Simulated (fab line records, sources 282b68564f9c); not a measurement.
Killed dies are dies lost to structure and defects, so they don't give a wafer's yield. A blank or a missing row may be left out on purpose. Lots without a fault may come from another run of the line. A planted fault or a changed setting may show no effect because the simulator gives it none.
fab line records | flow rit_cmos
record lots=5 wafers=15 last_day=6
route steps=202 shown NWELL@28 PWELL@39 WELLDRIVE@50 NRETRO@53 PRETRO@64
lots that met no fault: from a run of the same line without faults
start_h: hours from the record's first day to the start of the lot's first wafer shown | wait_h: hours since the lot's step before | " the same as in the row above | L1.1+2: a row that stands for several wafers | - no value, or no start given | * or withheld: withheld | < > ~ a bound
route shown NAME@n: a module of which the file shows steps, and the number in the route of the first | usual: mean/standard deviation of fault-free wafers | same: alike in all rows | chamber/n: place in a boat | sites: the reading at each site | _std_site: their standard deviation | _edge_site: outer sites' mean less inner sites' | radius_mm: how far each site lies from the wafer's centre | mask NAME#n: copy n | behind: the tool/chamber that last shaped the wafer | hold: why the lot was held/for how many hours/how that ended | device: the transistor (n, p or np) that didn't switch | end of line: the same wafers' tests at the end of the route | a step without rows: its recipe alone | killed: dies lost to structure and defects at the first sort, not the wafer's yield | map: a wafer's dies, x killed, . not, _ none there
set.NAME: the setting as run; set.NAME@STEP: as run at that earlier step | model.NAME: the simulator's own value behind a step, which no gauge read
lots at some steps of the route; a table a step, a row a wafer
services: from which hour (start_h, from the record's first day; less than 0 if before it) a tool's chamber was out of use, for how many hours, and why
## steps
# step RIT_NWELL_HMDS_00
# recipe prime_time_s=60 prime_temp_c=140
# columns lot.wafer tool chamber start_h wait_h
L087.1+2+6 litho_track-01 0 85.87 0.1
L088.2+4+6 litho_track-03 0 89.63 0.1
L089.2+3+4 litho_track-03 0 96.49 0.1
L090.1+2+6 litho_track-03 0 99.27 0.1
L091.1+2+4 litho_track-03 0 105.33 0.1
# step RIT_NWELL_COAT_01
# recipe resist=NOVOLAK spin_rpm=2000 resist_thk_nm=1300
# usual spin_speed_rpm=1999.7/1.6
# columns lot.wafer tool chamber start_h wait_h spin_speed_rpm
L087.1 litho_track-01 0 86.02 0.1 1997.8
L087.2 " 0 " " 2001.0
L087.6 " 0 " " 1999.3
L088.2 litho_track-03 0 89.78 0.1 1999.8
L088.4 " 0 " " 2003.0
L088.6 " 0 " " 2000.3
L089.2 litho_track-03 0 96.64 0.1 1998.6
L089.3 " 0 " " 1997.2
L089.4 " 0 " " 2000.8
L090.1 litho_track-03 0 99.42 0.1 1996.4
L090.2 " 0 " " 1998.3
L090.6 " 0 " " 2001.3
L091.1 litho_track-03 0 105.48 0.1 1999.8
L091.2 " 0 " " 2001.1
L091.4 " 0 " " 2002.7
# step RIT_NWELL_SOFTBAKE_02
# recipe resist=NOVOLAK temp_c=90 time_s=60
# columns lot.wafer tool chamber start_h wait_h
L087.1+2+6 litho_track-01 0 86.17 0.1
L088.2+4+6 litho_track-03 0 89.93 0.1
L089.2+3+4 litho_track-03 0 96.79 0.1
L090.1+2+6 litho_track-03 0 99.57 0.1
L091.1+2+4 litho_track-03 0 105.63 0.1
# step RIT_NWELL_EXPOSE_03
# recipe mask_id=M2 na=0.57 target_cd_nm=43900 dose_mj=250
# same na=0.57
# columns lot.wafer tool chamber start_h wait_h mask
L087.1+2+6 iline_stepper-01 0 86.32 0.1 M2#0
L088.2+4+6 iline_stepper-01 0 90.07 0.1 M2#0
L089.2+3+4 iline_stepper-01 0 96.93 0.1 M2#0
L090.1+2+6 iline_stepper-02 0 99.84 0.2 M2#0
L091.1+2+4 iline_stepper-01 0 105.91 0.2 M2#0
# step RIT_NWELL_PEB_04
# recipe resist=NOVOLAK temp_c=withheld time_s=withheld
# columns lot.wafer tool chamber start_h wait_h
L087.1+2+6 litho_track-01 0 86.44 0.1
L088.2+4+6 litho_track-01 0 90.23 0.1
L089.2+3+4 litho_track-01 0 97.15 0.2
L090.1+2+6 litho_track-03 0 99.96 0.1
L091.1+2+4 litho_track-04 0 106.03 0.1
# step RIT_NWELL_DEVELOP_05
# recipe resist=NOVOLAK develop_time_s=68 dev_temp_c=23
# columns lot.wafer tool chamber start_h wait_h
L087.1+2+6 litho_track-01 0 - -
L088.2+4+6 litho_track-01 0 - -
L089.2+3+4 litho_track-01 0 - -
L090.1+2+6 litho_track-03 0 - -
L091.1+2+4 litho_track-04 0 - -
# step RIT_NWELL_OVL_MEAS_06
# usual NWELL_OVL=0.6/1.4
# columns lot.wafer tool chamber start_h wait_h NWELL_OVL[nm]
L087.1 overlay-02 - 86.75 - -0.1
L087.2 " - " " -1.5
L087.6 " - " " -1.4
L088.2 overlay-02 - 90.52 - -0.6
L088.4 " - " " -0.5
L088.6 " - " " -0.5
L089.2 overlay-02 - 97.44 - 3.3
L089.3 " - " " 1.7
L089.4 " - " " 2.4
L090.1 overlay-01 - 100.27 - 2.2
L090.2 " - " " 1.5
L090.6 " - " " 1.8
L091.1 overlay-02 - 106.34 - 3.2
L091.2 " - " " 2.7
L091.4 " - " " 2.6
# step RIT_NWELL_HARDBAKE_07
# recipe resist=NOVOLAK temp_c=140 time_s=120
# columns lot.wafer tool chamber start_h wait_h
L087.1+2+6 litho_track-03 0 86.79 0.0
L088.2+4+6 litho_track-01 0 90.59 0.1
L089.2+3+4 litho_track-04 0 97.51 0.1
L090.1+2+6 litho_track-03 0 100.31 0.0
L091.1+2+4 litho_track-03 0 106.38 0.0
# step RIT_NWELL_IMPLANT_08
# recipe species=P energy_kev=170 dose_cm2=5e+13 tilt_deg=7
# columns lot.wafer tool chamber start_h wait_h
L087.1+2+6 implanter-01 0 87.04 0.2
L088.2+4+6 implanter-02 0 90.83 0.2
L089.2+3+4 implanter-02 0 97.83 0.3
L090.1+2+6 implanter-02 0 100.56 0.2
L091.1+2+4 implanter-01 0 106.63 0.2
# step RIT_NWELL_STRIP_09
# recipe chemistry=O2 time_s=180 resist=NOVOLAK platen_temp_c=withheld power_w=500 pressure_mtorr=4000 o2_flow_sccm=4000
# usual drypump_motor_current_A=5.54/0.25
# columns lot.wafer tool chamber start_h wait_h drypump_motor_current_A rf_hours_counter_h
L087.1 plasma_asher-03 0 87.19 0.1 6.08 44
L087.2 " 1 " " 5.40 44
L087.6 " 1 " " 5.39 -
L088.2 plasma_asher-04 0 90.95 0.1 5.55 46
L088.4 " 1 " " 5.42 -
L088.6 " 0 " " 5.55 -
L089.2 plasma_asher-03 1 97.96 0.1 5.40 45
L089.3 " 0 " " 6.09 -
L089.4 " 1 " " 5.38 -
L090.1 plasma_asher-03 0 100.71 0.1 6.07 45
L090.2 " 1 " " 5.39 45
L090.6 " 0 " " 6.09 -
L091.1 plasma_asher-04 1 106.78 0.1 5.45 48
L091.2 " 0 " " 5.55 48
L091.4 " 0 " " 5.55 -
# step RIT_NWELL_TW_MEAS_10
# usual NWELL_TW=2158/28
# columns lot.wafer tool chamber start_h wait_h NWELL_TW
L087.1 film_metro-04 - 87.37 0.1 2153
L087.2 " - " " 2164
L087.6 " - " " 2174
L088.2 film_metro-04 - 91.14 0.1 2159
L088.4 " - " " 2159
L088.6 " - " " 2169
L089.2 film_metro-03 - 98.14 0.1 2200
L089.3 " - " " 2178
L089.4 " - " " 2197
L090.1 film_metro-04 - 100.88 0.1 2155
L090.2 " - " " 2165
L090.6 " - " " 2150
L091.1 film_metro-04 - 106.95 0.1 2160
L091.2 " - " " 2163
L091.4 " - " " 2159
# step RIT_PWELL_HMDS_00
# recipe prime_time_s=60 prime_temp_c=140
# columns lot.wafer tool chamber start_h wait_h
L087.1+2+6 litho_track-03 0 87.43 0.1
L088.2+4+6 litho_track-04 0 91.21 0.1
L089.2+3+4 litho_track-02 0 98.22 0.1
L090.1+2+6 litho_track-02 0 100.94 0.1
L091.1+2+4 litho_track-02 0 107.43 0.5
# step RIT_PWELL_COAT_01
# recipe resist=NOVOLAK spin_rpm=2000 resist_thk_nm=1300
# usual spin_speed_rpm=2000.0/1.4
# columns lot.wafer tool chamber start_h wait_h spin_speed_rpm
L087.1 litho_track-03 0 87.58 0.1 2001.2
L087.2 " 0 " " 2000.9
L087.6 " 0 " " 2001.2
L088.2 litho_track-04 0 91.36 0.1 2000.3
L088.4 " 0 " " 2001.0
L088.6 " 0 " " 1998.8
L089.2 litho_track-02 0 98.37 0.1 1998.2
L089.3 " 0 " " 2003.5
L089.4 " 0 " " 1997.8
L090.1 litho_track-02 0 101.09 0.1 2000.4
L090.2 " 0 " " 2001.0
L090.6 " 0 " " 2000.3
L091.1 litho_track-02 0 107.58 0.1 1998.3
L091.2 " 0 " " 2000.0
L091.4 " 0 " " 2000.7
# step RIT_PWELL_SOFTBAKE_02
# recipe resist=NOVOLAK temp_c=90 time_s=60
# columns lot.wafer tool chamber start_h wait_h
L087.1+2+6 litho_track-03 0 87.73 0.1
L088.2+4+6 litho_track-04 0 91.51 0.1
L089.2+3+4 litho_track-02 0 98.52 0.1
L090.1+2+6 litho_track-02 0 101.24 0.1
L091.1+2+4 litho_track-02 0 107.73 0.1
# step RIT_PWELL_EXPOSE_03
# recipe mask_id=M3 na=0.57 target_cd_nm=43700 dose_mj=250
# same na=0.57
# columns lot.wafer tool chamber start_h wait_h mask
L087.1+2+6 iline_stepper-01 0 87.88 0.1 M3#0
L088.2+4+6 iline_stepper-02 0 91.78 0.2 M3#0
L089.2+3+4 iline_stepper-02 0 98.66 0.1 M3#0
L090.1+2+6 iline_stepper-02 0 101.39 0.1 M3#0
L091.1+2+4 iline_stepper-02 0 107.88 0.1 M3#0
# step RIT_PWELL_PEB_04
# recipe resist=NOVOLAK temp_c=withheld time_s=withheld
# columns lot.wafer tool chamber start_h wait_h
L087.1+2+6 litho_track-04 0 87.99 0.1
L088.2+4+6 litho_track-02 0 91.90 0.1
L089.2+3+4 litho_track-03 0 98.78 0.1
L090.1+2+6 litho_track-02 0 101.51 0.1
L091.1+2+4 litho_track-03 0 108.00 0.1
# step RIT_PWELL_DEVELOP_05
# recipe resist=NOVOLAK develop_time_s=68 dev_temp_c=22.15
# columns lot.wafer tool chamber start_h wait_h
L087.1+2+6 litho_track-04 0 - -
L088.2+4+6 litho_track-02 0 - -
L089.2+3+4 litho_track-03 0 - -
L090.1+2+6 litho_track-02 0 - -
L091.1+2+4 litho_track-03 0 - -
# step RIT_PWELL_OVL_MEAS_06
# usual PWELL_OVL=-0.5/1.5
# columns lot.wafer tool chamber start_h wait_h PWELL_OVL[nm]
L087.1 overlay-01 - 88.31 - 0.8
L087.2 " - " " -1.0
L087.6 " - " " 1.2
L088.2 overlay-02 - 92.20 - -1.7
L088.4 " - " " -1.3
L088.6 " - " " -0.7
L089.2 overlay-01 - 99.08 - -2.1
L089.3 " - " " -1.7
L089.4 " - " " -3.3
L090.1 overlay-02 - 101.82 - -0.2
L090.2 " - " " 1.4
L090.6 " - " " 0.5
L091.1 overlay-02 - 108.31 - -2.6
L091.2 " - " " -2.7
L091.4 " - " " -1.6
# step RIT_PWELL_HARDBAKE_07
# recipe resist=NOVOLAK temp_c=140 time_s=120
# columns lot.wafer tool chamber start_h wait_h
L087.1+2+6 litho_track-02 0 88.34 0.0
L088.2+4+6 litho_track-03 0 92.27 0.1
L089.2+3+4 litho_track-02 0 99.15 0.1
L090.1+2+6 litho_track-03 0 102.10 0.3
L091.1+2+4 litho_track-02 0 108.35 0.0
# step RIT_PWELL_IMPLANT_08
# recipe species=B energy_kev=171.5 dose_cm2=7e+13 tilt_deg=7
# columns lot.wafer tool chamber start_h wait_h
L087.1+2+6 implanter-02 0 88.59 0.2
L088.2+4+6 implanter-02 0 92.50 0.2
L089.2+3+4 implanter-01 0 99.38 0.2
L090.1+2+6 implanter-02 0 102.35 0.2
L091.1+2+4 implanter-02 0 108.60 0.2
# step RIT_PWELL_STRIP_09
# recipe chemistry=O2 time_s=180 resist=NOVOLAK platen_temp_c=withheld power_w=500 pressure_mtorr=4000 o2_flow_sccm=4000
# usual drypump_motor_current_A=5.7/0.36
# columns lot.wafer tool chamber start_h wait_h drypump_motor_current_A rf_hours_counter_h
L087.1 plasma_asher-04 0 88.74 0.1 5.6 45
L087.2 " 1 " " 5.4 45
L087.6 " 1 " " 5.4 -
L088.2 plasma_asher-04 1 92.63 0.1 5.4 46
L088.4 " 1 " " 5.4 -
L088.6 " 0 " " 5.5 -
L089.2 plasma_asher-01 1 99.51 0.1 6.2 44
L089.3 " 0 " " 6.2 -
L089.4 " 1 " " 6.3 -
L090.1 plasma_asher-03 0 102.50 0.1 6.1 45
L090.2 " 1 " " 5.4 45
L090.6 " 1 " " 5.4 -
L091.1 plasma_asher-01 0 108.75 0.1 6.2 45
L091.2 " 1 " " 6.3 45
L091.4 " 0 " " 6.2 -
# step RIT_PWELL_TW_MEAS_10
# usual PWELL_TW=962/11
# columns lot.wafer tool chamber start_h wait_h PWELL_TW
L087.1 film_metro-04 - 88.92 0.1 957
L087.2 " - " " 959
L087.6 " - " " 957
L088.2 film_metro-04 - 92.81 0.1 959
L088.4 " - " " 960
L088.6 " - " " 960
L089.2 film_metro-01 - 99.69 0.1 953
L089.3 " - " " 952
L089.4 " - " " 958
L090.1 film_metro-04 - 102.68 0.1 963
L090.2 " - " " 959
L090.6 " - " " 962
L091.1 film_metro-03 - 108.92 0.1 977
L091.2 " - " " 973
L091.4 " - " " 976
# step RIT_WELLDRIVE_ANNEAL_00
# recipe temp_c=1100 time_s=14700 ambient=N2
# columns lot.wafer tool chamber start_h wait_h
L087.1+2+6 furnace-04 0 88.98 0.1
L088.2+4+6 furnace-02 0 94.20 1.4
L089.2+3+4 furnace-04 0 99.74 0.0
L090.1+2+6 furnace-01 0 102.74 0.1
L091.1+2+4 furnace-01 0 108.98 0.1
# step RIT_WELLDRIVE_RS_MEAS_01
# recipe thk_meas_gauge=four-point-probe
# usual NWELL_RS=275.1/0.7
# columns lot.wafer tool chamber start_h wait_h NWELL_RS[ohm/sq]
L087.1 film_metro-04 - 94.06 0.0 274.0
L087.2 " - " " 274.6
L087.6 " - " " 274.6
L088.2 film_metro-03 - 99.31 0.0 274.8
L088.4 " - " " 274.2
L088.6 " - " " 274.7
L089.2 film_metro-04 - 104.85 0.0 274.7
L089.3 " - " " 275.9
L089.4 " - " " 275.4
L090.1 film_metro-04 - 107.82 0.0 275.1
L090.2 " - " " 275.9
L090.6 " - " " 275.4
L091.1 film_metro-04 - 114.07 0.0 274.9
L091.2 " - " " 275.2
L091.4 " - " " 274.9
# step RIT_WELLDRIVE_RS_MEAS_02
# recipe thk_meas_gauge=four-point-probe
# usual PWELL_RS=428.3/1.1
# columns lot.wafer tool chamber start_h wait_h PWELL_RS[ohm/sq]
L087.1 film_metro-04 - 94.18 0.1 429.5
L087.2 " - " " 427.3
L087.6 " - " " 428.1
L088.2 film_metro-03 - 99.43 0.1 426.6
L088.4 " - " " 427.9
L088.6 " - " " 428.6
L089.2 film_metro-04 - 104.97 0.1 427.5
L089.3 " - " " 426.3
L089.4 " - " " 428.5
L090.1 film_metro-04 - 107.94 0.1 427.6
L090.2 " - " " 428.3
L090.6 " - " " 427.2
L091.1 film_metro-04 - 114.19 0.1 427.7
L091.2 " - " " 428.7
L091.4 " - " " 427.4
# step RIT_NRETRO_HMDS_00
# recipe prime_time_s=60 prime_temp_c=140
# columns lot.wafer tool chamber start_h wait_h
L087.1+2+6 litho_track-01 0 94.44 0.2
L088.2+4+6 litho_track-04 0 99.55 0.1
L089.2+3+4 litho_track-01 0 105.09 0.1
L090.1+2+6 litho_track-04 0 108.07 0.1
L091.1+2+4 litho_track-02 0 114.36 0.2
# step RIT_NRETRO_COAT_01
# recipe resist=NOVOLAK spin_rpm=2000 resist_thk_nm=1300
# usual spin_speed_rpm=1999.8/1.5
# columns lot.wafer tool chamber start_h wait_h spin_speed_rpm
L087.1 litho_track-01 0 94.59 0.1 2004.3
L087.2 " 0 " " 2001.8
L087.6 " 0 " " 2000.2
L088.2 litho_track-04 0 99.70 0.1 2000.3
L088.4 " 0 " " 2001.2
L088.6 " 0 " " 2001.1
L089.2 litho_track-01 0 105.24 0.1 1998.1
L089.3 " 0 " " 1996.9
L089.4 " 0 " " 1998.1
L090.1 litho_track-04 0 108.22 0.1 1999.8
L090.2 " 0 " " 1999.5
L090.6 " 0 " " 2000.3
L091.1 litho_track-02 0 114.51 0.1 2003.5
L091.2 " 0 " " 2001.7
L091.4 " 0 " " 1999.9
# step RIT_NRETRO_SOFTBAKE_02
# recipe resist=NOVOLAK temp_c=90 time_s=60
# columns lot.wafer tool chamber start_h wait_h
L087.1+2+6 litho_track-01 0 94.74 0.1
L088.2+4+6 litho_track-04 0 99.85 0.1
L089.2+3+4 litho_track-01 0 105.39 0.1
L090.1+2+6 litho_track-04 0 108.37 0.1
L091.1+2+4 litho_track-02 0 114.66 0.1
# step RIT_NRETRO_EXPOSE_03
# recipe mask_id=M4 na=0.57 target_cd_nm=43900 dose_mj=250
# same na=0.57
# columns lot.wafer tool chamber start_h wait_h mask
L087.1+2+6 iline_stepper-01 0 95.01 0.2 M4#0
L088.2+4+6 iline_stepper-02 0 100.12 0.2 M4#0
L089.2+3+4 iline_stepper-02 0 105.53 0.1 M4#0
L090.1+2+6 iline_stepper-02 0 108.52 0.1 M4#0
L091.1+2+4 iline_stepper-02 0 114.81 0.1 M4#0
# step RIT_NRETRO_PEB_04
# recipe resist=NOVOLAK temp_c=withheld time_s=withheld
# columns lot.wafer tool chamber start_h wait_h
L087.1+2+6 litho_track-04 0 95.13 0.1
L088.2+4+6 litho_track-04 0 100.24 0.1
L089.2+3+4 litho_track-01 0 105.66 0.1
L090.1+2+6 litho_track-02 0 108.64 0.1
L091.1+2+4 litho_track-02 0 114.93 0.1
# step RIT_NRETRO_DEVELOP_05
# recipe resist=NOVOLAK develop_time_s=68 dev_temp_c=23
# columns lot.wafer tool chamber start_h wait_h
L087.1+2+6 litho_track-04 0 - -
L088.2+4+6 litho_track-04 0 - -
L089.2+3+4 litho_track-01 0 - -
L090.1+2+6 litho_track-02 0 - -
L091.1+2+4 litho_track-02 0 - -
# step RIT_NRETRO_OVL_MEAS_06
# usual NRETRO_OVL=-0.5/1.1
# columns lot.wafer tool chamber start_h wait_h NRETRO_OVL[nm]
L087.1 overlay-02 - 95.44 - -0.2
L087.2 " - " " 0.9
L087.6 " - " " 0.6
L088.2 overlay-02 - 100.54 - -0.9
L088.4 " - " " -0.8
L088.6 " - " " -0.3
L089.2 overlay-01 - 105.95 - -0.7
L089.3 " - " " -0.9
L089.4 " - " " -1.3
L090.1 overlay-01 - 108.95 - 0.3
L090.2 " - " " 0.0
L090.6 " - " " 1.5
L091.1 overlay-01 - 115.24 - -0.3
L091.2 " - " " 0.2
L091.4 " - " " 0.4
# step RIT_NRETRO_HARDBAKE_07
# recipe resist=NOVOLAK temp_c=140 time_s=120
# columns lot.wafer tool chamber start_h wait_h
L087.1+2+6 litho_track-01 0 95.48 0.0
L088.2+4+6 litho_track-04 0 100.61 0.1
L089.2+3+4 litho_track-02 0 106.02 0.1
L090.1+2+6 litho_track-02 0 108.99 0.0
L091.1+2+4 litho_track-01 0 115.28 0.0
# step RIT_NRETRO_IMPLANT_08
# recipe species=P energy_kev=70 dose_cm2=1e+13 tilt_deg=7
# columns lot.wafer tool chamber start_h wait_h
L087.1+2+6 implanter-02 0 95.73 0.2
L088.2+4+6 implanter-03 0 100.84 0.2
L089.2+3+4 implanter-02 0 106.26 0.2
L090.1+2+6 implanter-03 0 109.24 0.2
L091.1+2+4 implanter-02 0 115.53 0.2
# step RIT_NRETRO_STRIP_09
# recipe chemistry=O2 time_s=180 resist=NOVOLAK platen_temp_c=withheld power_w=500 pressure_mtorr=4000 o2_flow_sccm=4000
# usual drypump_motor_current_A=5.8/0.39
# columns lot.wafer tool chamber start_h wait_h drypump_motor_current_A rf_hours_counter_h
L087.1 plasma_asher-01 0 95.88 0.1 6.2 44
L087.2 " 1 " " 6.3 44
L087.6 " 0 " " 6.2 -
L088.2 plasma_asher-01 1 100.97 0.1 6.3 44
L088.4 " 0 " " 6.3 -
L088.6 " 1 " " 6.3 -
L089.2 plasma_asher-02 0 106.38 0.1 5.4 31
L089.3 " 1 " " 5.4 -
L089.4 " 0 " " 5.4 -
L090.1 plasma_asher-02 1 109.39 0.1 5.4 32
L090.2 " 0 " " 5.4 32
L090.6 " 0 " " 5.4 -
L091.1 plasma_asher-02 1 115.68 0.1 5.4 33
L091.2 " 0 " " 5.4 33
L091.4 " 0 " " 5.4 -
# step RIT_NRETRO_TW_MEAS_10
# usual NRETRO_TW=1057/15
# columns lot.wafer tool chamber start_h wait_h NRETRO_TW
L087.1 film_metro-01 - 96.06 0.1 1054
L087.2 " - " " 1053
L087.6 " - " " 1052
L088.2 film_metro-02 - 101.15 0.1 1051
L088.4 " - " " 1049
L088.6 " - " " 1053
L089.2 film_metro-03 - 106.57 0.1 1078
L089.3 " - " " 1073
L089.4 " - " " 1069
L090.1 film_metro-02 - 109.56 0.1 1048
L090.2 " - " " 1050
L090.6 " - " " 1050
L091.1 film_metro-01 - 115.85 0.1 1048
L091.2 " - " " 1048
L091.4 " - " " 1052
# step RIT_PRETRO_HMDS_00
# recipe prime_time_s=60 prime_temp_c=140
# columns lot.wafer tool chamber start_h wait_h
L087.1+2+6 litho_track-01 0 96.12 0.1
L088.2+4+6 litho_track-03 0 101.23 0.1
L089.2+3+4 litho_track-01 0 106.64 0.1
L090.1+2+6 litho_track-02 0 109.71 0.1
L091.1+2+4 litho_track-02 0 115.91 0.1
# step RIT_PRETRO_COAT_01
# recipe resist=NOVOLAK spin_rpm=2000 resist_thk_nm=1300
# usual spin_speed_rpm=1999.9/1.5
# columns lot.wafer tool chamber start_h wait_h spin_speed_rpm
L087.1 litho_track-01 0 96.27 0.1 1999.6
L087.2 " 0 " " 1999.9
L087.6 " 0 " " 1999.5
L088.2 litho_track-03 0 101.38 0.1 1999.4
L088.4 " 0 " " 1999.9
L088.6 " 0 " " 2000.6
L089.2 litho_track-01 0 106.79 0.1 1998.9
L089.3 " 0 " " 1999.6
L089.4 " 0 " " 2000.7
L090.1 litho_track-02 0 109.86 0.1 2000.1
L090.2 " 0 " " 2002.1
L090.6 " 0 " " 2001.7
L091.1 litho_track-02 0 116.06 0.1 1998.6
L091.2 " 0 " " 1998.7
L091.4 " 0 " " 1998.9
## services
# columns tool chamber start_h hours kind
implanter-01 - 65.60 6.5 pm
furnace-01 - 66.62 2.8 pm
plasma_asher-02 - 67.41 14.6 pm
implanter-01 - 81.48 0.7 repair
plasma_asher-01 - 89.01 4.5 repair
plasma_asher-01 - 108.92 9.0 pm
plasma_asher-01 0 108.92 9.0 vent_cycle
plasma_asher-01 1 108.92 9.0 vent_cycle
iline_stepper-01 - 110.61 6.3 repair
## key
fault none
